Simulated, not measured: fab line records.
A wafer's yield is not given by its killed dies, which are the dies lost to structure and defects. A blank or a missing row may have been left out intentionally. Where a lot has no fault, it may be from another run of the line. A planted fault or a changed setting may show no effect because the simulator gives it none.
fab line records	flow berkeley_cmos170	part 1 of 2: steps 1 to 27 of 42
record lots=5	wafers=15	last_day=12
route steps=331 shown NWELL@23 PWELL@34 WELLDRIVE@55 ACTIVE@60
lots with no fault: from the same line, run without faults
start_h: the number of hours between the record's first day and the start of the first shown wafer of the lot	wait_h: hours from the lot's prior step to this one	" as in the row above	L1.1+2: a row that stands for several wafers	- either no value or no given start	* or withheld: withheld	< > ~ a bound
route shown NAME@n: NAME is a module with steps in the file, n the number in the route of the first one	usual: mean and standard deviation over wafers with no fault	same: alike in all rows	chamber/n: place in a boat	sites: per-site readings	_std_site: standard deviation across them	_edge_site: mean of outer sites minus mean of inner sites	radius_mm: how far each site lies from the wafer's centre	mask NAME#n: copy n	behind: the last tool/chamber to shape the wafer	hold: why the lot went on hold/how many hours it stayed there/how the hold came to an end	device: the n, p or np transistor that did not switch	end of line: the route-end tests of the same wafers	for a step that has no rows: nothing shown but its recipe	killed: at the first sort, the dies lost to defects and structure; wafer yield is something else	map: shows each die of a wafer: x if killed, . if not, _ if none is there
set.NAME: the setting the step ran with; set.NAME@STEP: the setting that earlier step ran with	model.NAME: the simulator's own value behind a step, which no gauge read
lots at some steps of the route; a table a step, a row a wafer
services: when a tool's chamber went out of use (start_h, in hours from the record's first day, below 0 if earlier), for how many hours, and the reason
## steps
# step UCB170_NWELL_EXPOSE_09
# recipe mask_id=NWELL	target_cd_nm=3000	na=0.5	sigma_outer=0.6	source_shape=conventional	dose_mj=25
# same sigma_outer=0.6
lot.wafer	tool	chamber	start_h	wait_h	mask
L075.1+3+5	krf_scanner-02	0	38.57	0.1	NWELL#0
L084.1+3+4	krf_scanner-02	0	76.41	0.4	NWELL#0
L089.2+4+5	krf_scanner-02	0	100.59	0.2	NWELL#0
L092.1+3+5	krf_scanner-02	0	119.79	0.5	NWELL#0
L093.4+5+6	krf_scanner-02	0	130.35	0.2	NWELL#0
# step UCB170_NWELL_PEB_10
# recipe peb_temp_c=130	peb_time_s=withheld	resist=KrF
# usual exhaust_pa=45.0/0.8
lot.wafer	tool	chamber	start_h	wait_h	exhaust_pa
L075.1	litho_track-03	0	38.69	0.1	43.5
L075.3	"	0	"	"	44.3
L075.5	"	0	"	"	44.7
L084.1	litho_track-03	0	76.62	0.2	44.9
L084.3	"	0	"	"	46.0
L084.4	"	0	"	"	45.7
L089.2	litho_track-04	0	100.89	0.3	43.6
L089.4	"	0	"	"	44.5
L089.5	"	0	"	"	45.8
L092.1	litho_track-03	0	119.94	0.1	45.0
L092.3	"	0	"	"	45.8
L092.5	"	0	"	"	45.2
L093.4	litho_track-04	0	130.79	0.4	44.7
L093.5	"	0	"	"	44.6
L093.6	"	0	"	"	44.4
# step UCB170_NWELL_DEVELOP_11
# recipe developer=TMAH	develop_time_s=45	resist=KrF	dev_temp_c=21
# usual exhaust_pa=45.0/1
lot.wafer	tool	chamber	start_h	wait_h	exhaust_pa
L075.1	litho_track-03	0	-	-	46.5
L075.3	"	0	"	"	45.9
L075.5	"	0	"	"	44.7
L084.1	litho_track-03	0	-	-	44.2
L084.3	"	0	"	"	45.8
L084.4	"	0	"	"	47.2
L089.2	litho_track-04	0	-	-	45.1
L089.4	"	0	"	"	43.1
L089.5	"	0	"	"	44.7
L092.1	litho_track-03	0	-	-	44.1
L092.3	"	0	"	"	43.5
L092.5	"	0	"	"	44.0
L093.4	litho_track-04	0	-	-	45.9
L093.5	"	0	"	"	46.9
L093.6	"	0	"	"	48.0
# step UCB170_NWELL_OVL_MEAS_12
# usual NWELL_OVL=1/4.7
lot.wafer	tool	chamber	start_h	wait_h	NWELL_OVL[nm]
L075.1	overlay-02	-	38.96	-	2
L075.3	"	-	"	"	-5
L075.5	"	-	"	"	-4
L084.1	overlay-01	-	76.89	-	1
L084.3	"	-	"	"	1
L084.4	"	-	"	"	9
L089.2	overlay-01	-	101.14	-	7
L089.4	"	-	"	"	-2
L089.5	"	-	"	"	-4
L092.1	overlay-01	-	120.22	-	3
L092.3	"	-	"	"	-4
L092.5	"	-	"	"	0
L093.4	overlay-01	-	131.01	-	1
L093.5	"	-	"	"	-1
L093.6	"	-	"	"	1
# step UCB170_NWELL_ETCH_13
# recipe chemistry=CH3F/Ar/O2	target=Si3N4	stop_on=SiO2	CH3F_flow_sccm=20	Ar_flow_sccm=50	O2_flow_sccm=7	pressure_mtorr=50	rf_w=450	target_depth_a=2464	over_etch_frac=0.1	time_s=154
# usual drypump_motor_current_A=5.3/0.42	oes_product_au=0.937/0.017	throttle_valve_pct=8.07/0.11
lot.wafer	tool	chamber	start_h	wait_h	drypump_motor_current_A	oes_product_au	rf_hours_counter_h	throttle_valve_pct
L075.1	rie_diel-01	2	39.00	0.0	5.9	0.964	14	7.91
L075.3	"	0	"	"	5.6	0.933	138	8.01
L075.5	"	0	"	"	5.6	0.950	-	7.99
L084.1	rie_diel-03	2	76.93	0.0	5.3	0.941	44	8.21
L084.3	"	0	"	"	5.4	0.924	17	8.10
L084.4	"	1	"	"	4.7	0.921	101	7.84
L089.2	rie_diel-01	3	101.17	0.0	5.3	0.956	10	8.09
L089.4	"	0	"	"	5.6	0.951	141	8.00
L089.5	"	0	"	"	5.6	0.942	-	8.02
L092.1	rie_diel-01	2	120.26	0.0	5.9	0.961	18	7.90
L092.3	"	3	"	"	5.3	0.946	10	8.09
L092.5	"	0	"	"	5.6	0.936	-	8.01
L093.4	rie_diel-03	3	131.08	0.1	5.7	0.945	-	8.14
L093.5	"	1	"	"	4.7	0.912	-	7.86
L093.6	"	0	"	"	5.4	0.917	-	8.08
# step UCB170_NWELL_IMPLANT_14
# recipe species=P	dose_cm2=1e+13	energy_kev=150	tilt_deg=7
# usual faraday_current_uA=31.8/0.67
lot.wafer	tool	chamber	start_h	wait_h	faraday_current_uA
L075.1	implanter-04	0	39.10	0.1	30.4
L075.3	"	0	"	"	32.6
L075.5	"	0	"	"	32.3
L084.1	implanter-03	0	77.03	0.1	31.8
L084.3	"	0	"	"	32.7
L084.4	"	0	"	"	31.4
L089.2	implanter-03	0	101.30	0.1	32.3
L089.4	"	0	"	"	30.1
L089.5	"	0	"	"	32.3
L092.1	implanter-04	0	120.36	0.1	31.4
L092.3	"	0	"	"	32.0
L092.5	"	0	"	"	31.3
L093.4	implanter-01	0	131.20	0.1	31.9
L093.5	"	0	"	"	32.4
L093.6	"	0	"	"	32.1
# step UCB170_NWELL_STRIP_15
# recipe chemistry=O2	power_w=400	pressure_mtorr=3500	platen_temp_c=withheld	o2_flow_sccm=400	overash_fraction=0.5
# usual drypump_motor_current_A=5.8/0.44	oes_product_au=0.721/0.0048	strip_time_to_endpoint_s=18.06/0.09
lot.wafer	tool	chamber	start_h	wait_h	drypump_motor_current_A	oes_product_au	rf_hours_counter_h	strip_time_to_endpoint_s
L075.1	plasma_asher-01	0	39.25	0.1	6.1	0.730	35	18.20
L075.3	"	0	"	"	6.0	0.721	-	18.09
L075.5	"	1	"	"	6.1	0.725	-	18.10
L084.1	plasma_asher-03	1	77.18	0.1	6.2	0.723	37	18.05
L084.3	"	1	"	"	6.2	0.722	-	18.19
L084.4	"	0	"	"	5.0	0.718	-	18.05
L089.2	plasma_asher-01	1	101.43	0.1	6.1	0.716	42	18.09
L089.4	"	1	"	"	6.1	0.720	-	18.15
L089.5	"	0	"	"	6.0	0.727	-	18.03
L092.1	plasma_asher-04	0	120.51	0.1	5.5	0.728	35	18.06
L092.3	"	0	"	"	5.6	0.714	-	17.95
L092.5	"	1	"	"	5.3	0.716	-	17.92
L093.4	plasma_asher-04	0	131.31	0.1	5.5	0.717	-	17.97
L093.5	"	0	"	"	5.6	0.716	-	17.99
L093.6	"	1	"	"	5.3	0.715	-	18.25
# step UCB170_NWELL_TW_MEAS_16
# usual NWELL_TW=1261/9.1
lot.wafer	tool	chamber	start_h	wait_h	NWELL_TW
L075.1	film_metro-02	-	39.35	0.1	1247
L075.3	"	-	"	"	1246
L075.5	"	-	"	"	1250
L084.1	film_metro-03	-	77.28	0.1	1264
L084.3	"	-	"	"	1258
L084.4	"	-	"	"	1269
L089.2	film_metro-01	-	101.54	0.1	1276
L089.4	"	-	"	"	1280
L089.5	"	-	"	"	1281
L092.1	film_metro-02	-	120.61	0.1	1263
L092.3	"	-	"	"	1258
L092.5	"	-	"	"	1263
L093.4	film_metro-01	-	131.41	0.1	1276
L093.5	"	-	"	"	1271
L093.6	"	-	"	"	1278
# step UCB170_NWELL_CLEAN_17
# recipe chemistry=SPM	temp_c=120	time_s=600
lot.wafer	tool	chamber	start_h	wait_h
L075.1+3+5	wet_bench-04	0	39.41	0.1
L084.1+3+4	wet_bench-03	3	77.34	0.1
L089.2+4+5	wet_bench-04	3	101.59	0.0
L092.1+3+5	wet_bench-04	1	120.67	0.1
L093.4+5+6	wet_bench-01	1	131.44	0.0
# step UCB170_NWELL_WET_ETCH_18
# recipe chemistry=H3PO4	target=Si3N4	temp_c=160	time_s=14400
lot.wafer	tool	chamber	start_h	wait_h
L075.1+3+5	wet_bench-03	2	39.58	0.0
L084.1+3+4	wet_bench-04	1	77.52	0.0
L089.2+4+5	wet_bench-01	0	101.76	0.0
L092.1+3+5	wet_bench-03	1	120.84	0.0
L093.4+5+6	wet_bench-04	1	131.61	0.0
# step UCB170_NWELL_WET_ETCH_19
# recipe chemistry=BOE	dilution=5:1	target=SiO2	temp_c=25	time_s=22
lot.wafer	tool	chamber	start_h	wait_h
L075.1+3+5	wet_bench-04	0	43.65	0.1
L084.1+3+4	wet_bench-04	1	81.53	0.0
L089.2+4+5	wet_bench-01	3	106.18	0.4
L092.1+3+5	wet_bench-01	2	124.93	0.1
L093.4+5+6	wet_bench-04	2	135.86	0.2
# step UCB170_PWELL_CLEAN_00
# recipe chemistry=SPM	temp_c=120	time_s=600
lot.wafer	tool	chamber	start_h	wait_h
L075.1+3+5	wet_bench-03	0	43.77	0.1
L084.1+3+4	wet_bench-04	3	81.54	0.0
L089.2+4+5	wet_bench-03	2	106.61	0.4
L092.1+3+5	wet_bench-03	2	125.03	0.1
L093.4+5+6	wet_bench-04	0	136.05	0.2
# step UCB170_PWELL_CLEAN_01
# recipe chemistry=dHF	dilution=25:1	time_s=60
lot.wafer	tool	chamber	start_h	wait_h
L075.1+3+5	wet_bench-03	3	43.94	0.0
L084.1+3+4	wet_bench-01	0	81.73	0.0
L089.2+4+5	wet_bench-03	2	106.82	0.0
L092.1+3+5	wet_bench-03	2	125.38	0.2
L093.4+5+6	wet_bench-03	2	136.31	0.1
# step UCB170_PWELL_OXIDATION_02
# recipe temp_c=1000	ambient=O2	target_thk_a=264	ox_time_s=1260
# usual ox_temp_c=999.9/0.56
lot.wafer	tool	chamber	start_h	wait_h	ox_temp_c
L075.1	furnace-04	0	48.96	5.0	999.7
L075.3	"	0	"	"	1000.2
L075.5	"	0	"	"	1000.1
L084.1	furnace-02	0	85.24	3.5	1000.4
L084.3	"	0	"	"	1000.7
L084.4	"	0	"	"	999.6
L089.2	furnace-02	0	110.32	3.5	999.8
L089.4	"	0	"	"	1000.1
L089.5	"	0	"	"	1000.1
L092.1	furnace-01	0	127.51	2.1	998.8
L092.3	"	0	"	"	1000.4
L092.5	"	0	"	"	998.7
L093.4	furnace-04	0	139.13	2.8	1000.8
L093.5	"	0	"	"	1000.2
L093.6	"	0	"	"	1000.9
# step UCB170_PWELL_THK_MEAS_03
# recipe reads=SiO2_of_PWELL_OXIDATION_02
# usual PWELL_OXIDE_THK=26.5/0.58
lot.wafer	tool	chamber	start_h	wait_h	PWELL_OXIDE_THK[nm]
L075.1	film_metro-04	-	50.31	0.0	25.8
L075.3	"	-	"	"	25.9
L075.5	"	-	"	"	26.1
L084.1	film_metro-03	-	86.59	0.0	27.8
L084.3	"	-	"	"	27.2
L084.4	"	-	"	"	27.5
L089.2	film_metro-01	-	111.68	0.0	27.2
L089.4	"	-	"	"	27.3
L089.5	"	-	"	"	26.6
L092.1	film_metro-04	-	128.86	0.0	26.0
L092.3	"	-	"	"	26.0
L092.5	"	-	"	"	25.6
L093.4	film_metro-01	-	140.51	0.0	25.6
L093.5	"	-	"	"	26.0
L093.6	"	-	"	"	25.7
# step UCB170_PWELL_ANNEAL_04
# recipe temp_c=1000	time_s=900	ambient=N2
lot.wafer	tool	chamber	start_h	wait_h
L075.1+3+5	furnace-01	0	54.26	3.9
L084.1+3+4	furnace-04	0	88.61	2.0
L089.2+4+5	furnace-01	0	116.62	4.9
L092.1+3+5	furnace-02	0	130.86	2.0
L093.4+5+6	furnace-01	0	144.36	3.8
# step UCB170_PWELL_CVD_05
# recipe material=Si3N4	target_thk_nm=220	temp_c=800	precursor=SiH2Cl2/NH3	time_s=3300	pressure_mtorr=200	sih2cl2_flow_sccm=25	nh3_flow_sccm=75
# usual pressure_mtorr=199.9/0.41
lot.wafer	tool	chamber	start_h	wait_h	pressure_mtorr
L075.1	lpcvd-02	0	56.86	1.3	200.2
L075.3	"	0	"	"	200.1
L075.5	"	0	"	"	200.3
L084.1	lpcvd-01	0	89.86	0.0	199.8
L084.3	"	0	"	"	200.5
L084.4	"	0	"	"	200.0
L089.2	lpcvd-01	1	117.87	0.0	199.7
L089.4	"	1	"	"	200.2
L089.5	"	1	"	"	200.3
L092.1	lpcvd-02	1	132.11	0.0	199.9
L092.3	"	1	"	"	199.9
L092.5	"	1	"	"	199.5
L093.4	lpcvd-01	0	146.29	0.7	199.4
L093.5	"	0	"	"	199.7
L093.6	"	0	"	"	198.8
# step UCB170_PWELL_THK_MEAS_06
# recipe reads=Si3N4_of_PWELL_CVD_05
# usual PWELL_NITRIDE_THK=220.3/2
lot.wafer	tool	chamber	start_h	wait_h	PWELL_NITRIDE_THK[nm]
L075.1	film_metro-03	-	59.73	0.0	216.4
L075.3	"	-	"	"	216.2
L075.5	"	-	"	"	217.8
L084.1	film_metro-03	-	91.78	0.0	220.2
L084.3	"	-	"	"	222.0
L084.4	"	-	"	"	221.1
L089.2	film_metro-01	-	119.80	0.0	220.8
L089.4	"	-	"	"	222.8
L089.5	"	-	"	"	223.5
L092.1	film_metro-01	-	134.02	0.0	221.6
L092.3	"	-	"	"	222.1
L092.5	"	-	"	"	223.5
L093.4	film_metro-03	-	148.24	0.0	219.8
L093.5	"	-	"	"	219.9
L093.6	"	-	"	"	221.4
# step UCB170_PWELL_HMDS_07
# recipe prime_time_s=60	prime_temp_c=100
# usual exhaust_pa=45.0/0.84
lot.wafer	tool	chamber	start_h	wait_h	exhaust_pa
L075.1	litho_track-04	0	59.98	0.2	45.9
L075.3	"	0	"	"	44.7
L075.5	"	0	"	"	45.7
L084.1	litho_track-01	0	92.17	0.4	44.5
L084.3	"	0	"	"	45.7
L084.4	"	0	"	"	44.3
L089.2	litho_track-01	0	119.92	0.1	44.9
L089.4	"	0	"	"	44.5
L089.5	"	0	"	"	45.2
L092.1	litho_track-02	0	134.08	0.1	46.0
L092.3	"	0	"	"	46.7
L092.5	"	0	"	"	45.9
L093.4	litho_track-02	0	148.60	0.4	44.2
L093.5	"	0	"	"	45.5
L093.6	"	0	"	"	45.4
# step UCB170_PWELL_COAT_08
# recipe resist=KrF	spin_rpm=1500	resist_thk_nm=900
# usual dispense_pressure_kPa=49/5	exhaust_pa=44.9/0.86
lot.wafer	tool	chamber	start_h	wait_h	dispense_pressure_kPa	exhaust_pa
L075.1	litho_track-04	0	60.13	0.1	56	43.8
L075.3	"	0	"	"	56	46.0
L075.5	"	0	"	"	56	46.0
L084.1	litho_track-01	0	92.32	0.1	44	45.1
L084.3	"	0	"	"	44	45.5
L084.4	"	0	"	"	44	45.4
L089.2	litho_track-01	0	120.07	0.1	44	44.4
L089.4	"	0	"	"	44	45.3
L089.5	"	0	"	"	44	46.1
L092.1	litho_track-02	0	134.23	0.1	52	45.4
L092.3	"	0	"	"	52	44.1
L092.5	"	0	"	"	52	43.8
L093.4	litho_track-02	0	148.75	0.1	52	44.3
L093.5	"	0	"	"	52	44.4
L093.6	"	0	"	"	52	45.3
# step UCB170_PWELL_SOFTBAKE_09
# recipe resist=KrF	temp_c=130	time_s=60
# usual exhaust_pa=45.0/0.9
lot.wafer	tool	chamber	start_h	wait_h	exhaust_pa
L075.1	litho_track-04	0	60.28	0.1	45.3
L075.3	"	0	"	"	44.0
L075.5	"	0	"	"	45.6
L084.1	litho_track-01	0	92.47	0.1	44.9
L084.3	"	0	"	"	44.4
L084.4	"	0	"	"	44.0
L089.2	litho_track-01	0	120.22	0.1	43.6
L089.4	"	0	"	"	43.9
L089.5	"	0	"	"	45.6
L092.1	litho_track-02	0	134.38	0.1	44.0
L092.3	"	0	"	"	45.9
L092.5	"	0	"	"	44.5
L093.4	litho_track-02	0	148.90	0.1	47.1
L093.5	"	0	"	"	46.8
L093.6	"	0	"	"	46.1
# step UCB170_PWELL_EXPOSE_10
# recipe mask_id=PWELL	target_cd_nm=3000	na=0.5	sigma_outer=0.6	source_shape=conventional	dose_mj=19
# same sigma_outer=0.6
lot.wafer	tool	chamber	start_h	wait_h	mask
L075.1+3+5	krf_scanner-01	0	60.61	0.3	PWELL#0
L084.1+3+4	krf_scanner-01	0	92.74	0.2	PWELL#0
L089.2+4+5	krf_scanner-02	0	120.61	0.4	PWELL#0
L092.1+3+5	krf_scanner-02	0	134.66	0.2	PWELL#0
L093.4+5+6	krf_scanner-01	0	149.14	0.2	PWELL#0
# step UCB170_PWELL_PEB_11
# recipe peb_temp_c=130	peb_time_s=withheld	resist=KrF
# usual exhaust_pa=44.9/0.86
lot.wafer	tool	chamber	start_h	wait_h	exhaust_pa
L075.1	litho_track-02	0	60.97	0.3	45.8
L075.3	"	0	"	"	44.3
L075.5	"	0	"	"	44.1
L084.1	litho_track-02	0	93.62	0.9	43.8
L084.3	"	0	"	"	44.1
L084.4	"	0	"	"	44.1
L089.2	litho_track-01	0	121.10	0.5	45.8
L089.4	"	0	"	"	44.6
L089.5	"	0	"	"	44.8
L092.1	litho_track-04	0	134.92	0.2	44.5
L092.3	"	0	"	"	43.8
L092.5	"	0	"	"	44.9
L093.4	litho_track-02	0	149.33	0.2	43.4
L093.5	"	0	"	"	43.5
L093.6	"	0	"	"	45.0
# step UCB170_PWELL_DEVELOP_12
# recipe developer=TMAH	develop_time_s=45	resist=KrF	dev_temp_c=21
# usual exhaust_pa=45.0/0.88
lot.wafer	tool	chamber	start_h	wait_h	exhaust_pa
L075.1	litho_track-02	0	-	-	44.5
L075.3	"	0	"	"	45.3
L075.5	"	0	"	"	45.3
L084.1	litho_track-02	0	-	-	47.1
L084.3	"	0	"	"	45.3
L084.4	"	0	"	"	45.8
L089.2	litho_track-01	0	-	-	45.4
L089.4	"	0	"	"	46.4
L089.5	"	0	"	"	45.5
L092.1	litho_track-04	0	-	-	44.5
L092.3	"	0	"	"	44.6
L092.5	"	0	"	"	44.6
L093.4	litho_track-02	0	-	-	46.8
L093.5	"	0	"	"	44.1
L093.6	"	0	"	"	44.9
# step UCB170_PWELL_OVL_MEAS_13
# usual PWELL_OVL=-4/6.3
lot.wafer	tool	chamber	start_h	wait_h	PWELL_OVL[nm]
L075.1	overlay-01	-	61.24	-	3
L075.3	"	-	"	"	2
L075.5	"	-	"	"	4
L084.1	overlay-01	-	93.93	-	-3
L084.3	"	-	"	"	-3
L084.4	"	-	"	"	1
L089.2	overlay-01	-	121.35	-	-4
L089.4	"	-	"	"	-6
L089.5	"	-	"	"	-1
L092.1	overlay-01	-	135.19	-	-3
L092.3	"	-	"	"	-8
L092.5	"	-	"	"	-1
L093.4	overlay-02	-	149.55	-	-3
L093.5	"	-	"	"	4
L093.6	"	-	"	"	1
# step UCB170_PWELL_ETCH_14
# recipe chemistry=CH3F/Ar/O2	target=Si3N4	stop_on=SiO2	CH3F_flow_sccm=20	Ar_flow_sccm=50	O2_flow_sccm=7	pressure_mtorr=50	rf_w=450	target_depth_a=2420	over_etch_frac=0.1	time_s=151
# usual drypump_motor_current_A=5.4/0.42	oes_product_au=0.940/0.016	throttle_valve_pct=8.05/0.11
lot.wafer	tool	chamber	start_h	wait_h	drypump_motor_current_A	oes_product_au	rf_hours_counter_h	throttle_valve_pct
L075.1	rie_diel-01	1	61.28	0.0	4.9	0.940	25	8.08
L075.3	"	0	"	"	5.6	0.927	139	8.02
L075.5	"	3	"	"	5.3	0.947	-	8.08
L084.1	rie_diel-04	3	93.97	0.0	5.9	0.964	104	8.18
L084.3	"	1	"	"	5.1	0.922	108	8.07
L084.4	"	2	"	"	6.1	0.941	143	7.97
L089.2	rie_diel-03	0	121.38	0.0	5.4	0.926	20	8.08
L089.4	"	1	"	"	4.7	0.920	103	7.84
L089.5	"	1	"	"	4.7	0.928	-	7.85
L092.1	rie_diel-03	0	135.23	0.0	5.4	0.929	21	8.09
L092.3	"	1	"	"	4.7	0.924	104	7.84
L092.5	"	3	"	"	5.7	0.964	-	8.14
L093.4	rie_diel-01	0	149.56	0.0	5.6	0.937	143	8.01
L093.5	"	0	"	"	5.6	0.943	-	8.01
L093.6	"	1	"	"	4.9	0.949	-	8.08
# step UCB170_PWELL_IMPLANT_15
# recipe species=B	dose_cm2=5e+12	energy_kev=60	tilt_deg=7
# usual faraday_current_uA=15.9/0.34
lot.wafer	tool	chamber	start_h	wait_h	faraday_current_uA
L075.1	implanter-03	0	61.38	0.1	16.1
L075.3	"	0	"	"	15.7
L075.5	"	0	"	"	15.8
L084.1	implanter-02	0	94.07	0.1	16.0
L084.3	"	0	"	"	16.0
L084.4	"	0	"	"	16.0
L089.2	implanter-03	0	121.51	0.1	15.2
L089.4	"	0	"	"	16.1
L089.5	"	0	"	"	16.0
L092.1	implanter-01	0	135.33	0.1	16.3
L092.3	"	0	"	"	15.6
L092.5	"	0	"	"	15.5
L093.4	implanter-03	0	149.74	0.1	16.5
L093.5	"	0	"	"	15.3
L093.6	"	0	"	"	15.9
